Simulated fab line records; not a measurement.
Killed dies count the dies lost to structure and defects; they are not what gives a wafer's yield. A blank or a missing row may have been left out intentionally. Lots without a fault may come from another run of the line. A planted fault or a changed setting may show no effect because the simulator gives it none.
What tool caused it? + flow berkeley-cmos170 + Sampling: 15 lots, 45 wafers, 5 of 331 route steps

WHAT THE GAUGES SHOWED, per wafer
UCB170_WELLDRIVE_THK_MEAS_02. Usual: WELLDRIVE_OXIDE_THK 200 nm, standard deviation 4.2.
| lot  | measured    | on            | WELLDRIVE_OXIDE_THK (nm) | flag |
|------|-------------|---------------|--------------------------|------|
| L104 | day 4 09:33 | film-metro-04 | 197 200 198              |      |
| L106 | day 4 14:32 | film-metro-02 | 199 199 197              |      |
| L107 | day 4 14:32 | film-metro-04 | 203 202 201              |      |
| L108 | day 5 03:40 | film-metro-02 | 198 201 200              |      |
| L109 | day 5 03:43 | film-metro-02 | 199 202 202              |      |
| L110 | day 5 03:40 | film-metro-01 | 206 207 207              |      |
| L112 | day 5 11:42 | film-metro-04 | 210 208 211              |      |
| L111 | day 5 11:40 | film-metro-02 | 203 204 206              |      |
| L113 | day 5 18:15 | film-metro-01 | 199 200 201              |      |
| L114 | day 5 18:17 | film-metro-04 | 200 199 201              |      |
| L115 | day 6 03:17 | film-metro-01 | 200 202 203              |      |
| L119 | day 6 18:17 | film-metro-02 | 193 193 195              |      |
| L125 | day 8 11:06 | film-metro-02 | 201 203 202              |      |
| L126 | day 8 14:28 | film-metro-02 | 200 206 201              |      |
| L127 | day 8 11:06 | film-metro-01 | 204 206 203              |      |

UCB170_GATE_THK_MEAS_02. Usual: GATE_OXIDE_THK 6.54 nm, standard deviation 0.17.
| lot  | measured     | on            | GATE_OXIDE_THK (nm) | flag |
|------|--------------|---------------|---------------------|------|
| L104 | day 7 08:56  | film-metro-02 | 6.08 6.30 6.21      |      |
| L106 | day 7 09:02  | film-metro-02 | 6.28 6.29 6.25      |      |
| L107 | day 7 08:58  | film-metro-02 | 6.12 6.18 6.25      |      |
| L108 | day 7 21:54  | film-metro-04 | 6.73 6.74 6.77      |      |
| L109 | day 7 16:00  | film-metro-04 | 6.66 6.59 6.61      |      |
| L110 | day 7 16:02  | film-metro-02 | 6.50 6.50 6.52      |      |
| L112 | day 8 04:59  | film-metro-04 | 6.69 6.74 6.76      |      |
| L111 | day 8 05:01  | film-metro-02 | 6.69 6.66 6.69      |      |
| L113 | day 8 15:20  | film-metro-01 | 9.07 8.92 8.96      | OFF  |
| L114 | day 8 15:22  | film-metro-02 | 8.78 8.80 8.79      | OFF  |
| L115 | day 8 15:22  | film-metro-04 | 8.60 8.62 8.76      | OFF  |
| L119 | day 9 06:12  | film-metro-01 | 6.48 6.43 6.32      |      |
| L125 | day 11 04:45 | film-metro-02 | 6.64 6.68 6.67      |      |
| L126 | day 11 04:46 | film-metro-04 | 6.65 6.66 6.63      |      |
| L127 | day 11 04:45 | film-metro-01 | 6.35 6.45 6.52      |      |

UCB170_NLDD_OVL_MEAS_07. Usual: NLDD_OVL 0 nm, standard deviation 6.1.
| lot  | measured     | on         | NLDD_OVL (nm) | flag |
|------|--------------|------------|---------------|------|
| L104 | day 7 21:34  | overlay-01 | -1 1 -1       |      |
| L106 | day 7 22:43  | overlay-02 | -4 -1 8       |      |
| L107 | day 7 21:17  | overlay-02 | 9 0 2         |      |
| L108 | day 8 15:05  | overlay-02 | -3 4 3        |      |
| L109 | day 8 08:14  | overlay-02 | -3 6 0        |      |
| L110 | day 8 08:28  | overlay-02 | 0 2 -4        |      |
| L112 | day 8 15:16  | overlay-02 | 2 -2 2        |      |
| L111 | day 8 16:31  | overlay-02 | -8 -5 -2      |      |
| L113 | day 9 03:28  | overlay-01 | -7 -9 -6      |      |
| L114 | day 9 03:49  | overlay-02 | 2 3 2         |      |
| L115 | day 9 03:49  | overlay-01 | -3 -7 -2      |      |
| L119 | day 9 18:11  | overlay-02 | -8 -3 4       |      |
| L125 | day 11 16:45 | overlay-01 | 6 -2 -1       |      |
| L126 | day 11 16:07 | overlay-01 | 6 11 3        |      |
| L127 | day 11 16:04 | overlay-01 | 13 10 8       |      |

WHICH TOOL RAN EACH LOT (tool, then ch and the chambers of the sampled wafers, then the start)
| lot  | UCB170_ZERO_ETCH_06               | UCB170_GATE_OXIDATION_01      |
|------|-----------------------------------|-------------------------------|
| L104 | rie-diel-04 ch 1,2, day 1 22:19   | furnace-01 ch 0, day 7 07:24  |
| L106 | rie-diel-01 ch 0,2,3, day 2 09:41 | furnace-01 ch 0, day 7 07:24  |
| L107 | rie-diel-04 ch 1,2, day 2 09:56   | furnace-01 ch 0, day 7 07:24  |
| L108 | rie-diel-04 ch 0,1,2, day 2 19:59 | furnace-04 ch 0, day 7 20:23  |
| L109 | rie-diel-01 ch 0,1,2, day 3 04:59 | furnace-01 ch 0, day 7 14:30  |
| L110 | rie-diel-01 ch 0,2,3, day 3 05:18 | furnace-01 ch 0, day 7 14:30  |
| L112 | rie-diel-04 ch 0,1,3, day 3 14:35 | furnace-04 ch 0, day 8 03:29  |
| L111 | rie-diel-04 ch 0,2,3, day 3 14:53 | furnace-04 ch 0, day 8 03:29  |
| L113 | rie-diel-01 ch 0,2, day 3 20:17   | furnace-04 ch 0, day 8 13:50  |
| L114 | rie-diel-04 ch 0,1,2, day 3 20:27 | furnace-04 ch 0, day 8 13:50  |
| L115 | rie-diel-01 ch 0,1,3, day 4 04:07 | furnace-04 ch 0, day 8 13:50  |
| L119 | rie-diel-02 ch 1,2,3, day 4 22:39 | furnace-01 ch 0, day 9 04:42  |
| L125 | rie-diel-02 ch 0,1,3, day 6 08:14 | furnace-01 ch 0, day 11 03:14 |
| L126 | rie-diel-04 ch 1,2, day 6 14:14   | furnace-01 ch 0, day 11 03:14 |
| L127 | rie-diel-01 ch 0,1,2, day 6 14:34 | furnace-01 ch 0, day 11 03:14 |
- UCB170_ZERO_ETCH_06: etches SiO2 in CHF3/CF4/Ar, time 12 s.
- UCB170_GATE_OXIDATION_01: target thk 6.6 nm, ox time 1800 s.

WHAT THE TOOLS THEMSELVES READ (means of the sampled wafers that have a number; where no wafer has one, the mark that the record gives instead)
UCB170_ZERO_ETCH_06. Usual: drypump-motor-current-A 5.8 A, standard deviation 0.53; oes-product-au 0.618 a.u., standard deviation 0.0084; throttle-valve-pct 9.22 %, standard deviation 0.16.
| lot  | tool        | drypump-motor-current-A (A) | oes-product-au (a.u.) | throttle-valve-pct (%) | flag |
|------|-------------|-----------------------------|-----------------------|------------------------|------|
| L104 | rie-diel-04 | 5.4                         | 0.620                 | 9.16                   |      |
| L106 | rie-diel-01 | 6.0                         | 0.626                 | 9.19                   |      |
| L107 | rie-diel-04 | 5.4                         | 0.611                 | 9.15                   |      |
| L108 | rie-diel-04 | 5.7                         | 0.616                 | 9.27                   |      |
| L109 | rie-diel-01 | 5.7                         | 0.623                 | 9.17                   |      |
| L110 | rie-diel-01 | 6.0                         | 0.628                 | 9.19                   |      |
| L112 | rie-diel-04 | 6.1                         | 0.609                 | 9.25                   |      |
| L111 | rie-diel-04 | 5.6                         | 0.613                 | 9.11                   |      |
| L113 | rie-diel-01 | 5.7                         | 0.621                 | 9.06                   |      |
| L114 | rie-diel-04 | 5.7                         | 0.612                 | 9.27                   |      |
| L115 | rie-diel-01 | 5.7                         | 0.618                 | 9.24                   |      |
| L119 | rie-diel-02 | 5.8                         | 0.619                 | 9.29                   |      |
| L125 | rie-diel-02 | 5.5                         | 0.614                 | 9.21                   |      |
| L126 | rie-diel-04 | 5.4                         | 0.614                 | 9.15                   |      |
| L127 | rie-diel-01 | 5.7                         | 0.624                 | 9.17                   |      |

UCB170_GATE_OXIDATION_01. Usual: zone-power-source-pct reads 22.4 % (standard deviation 2.6).
| lot  | tool       | zone-power-source-pct (%) | flag |
|------|------------|---------------------------|------|
| L104 | furnace-01 | 20.6                      |      |
| L106 | furnace-01 | 20.7                      |      |
| L107 | furnace-01 | 20.8                      |      |
| L108 | furnace-04 | 27.1                      |      |
| L109 | furnace-01 | 20.7                      |      |
| L110 | furnace-01 | 20.6                      |      |
| L112 | furnace-04 | 27.0                      |      |
| L111 | furnace-04 | 27.0                      |      |
| L113 | furnace-04 | 26.8                      |      |
| L114 | furnace-04 | 27.0                      |      |
| L115 | furnace-04 | 26.9                      |      |
| L119 | furnace-01 | 20.8                      |      |
| L125 | furnace-01 | 20.9                      |      |
| L126 | furnace-01 | 20.5                      |      |
| L127 | furnace-01 | 21.0                      |      |

THE ANSWER, worked out from the rows above alone
Rule: take the mean of a lot's wafers that have a number; if it is more than 3 standard deviations from the usual mean, the lot is off. A lot without any number at a reading at which 4 lots or more have one is off too. Where the step has rows for the other lots, those lots are counted as sound. Order of review: gauges by route order, followed by the tools' own readings, for which a lot's mean as printed above is used. The first step at which some lot is off is used, and at that step the reading that is off furthest; a lot without a number counts as furthest.
Off: L113, L114, L115, seen at UCB170_GATE_THK_MEAS_02 (GATE_OXIDE_THK).
If a tool, at a process step before that reading, ran all the lots that are off and no sound lot after the first of them, it fits. Those tools and the gauges at UCB170_GATE_THK_MEAS_02 are tried in the same way. One candidate fits, namely furnace-04 at UCB170_GATE_OXIDATION_01. A fault onset in the window from L111 (day 8 03:29, its last sound lot) to L113 (day 8 13:50, its first lot off) fits.

WHAT WAS PUT IN BY THE SIMULATOR
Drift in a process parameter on furnace-04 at UCB170_GATE_OXIDATION_01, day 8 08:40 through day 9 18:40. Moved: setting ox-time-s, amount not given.
Shown lots that were struck: L113, L114, L115. Same finding as the rule above.
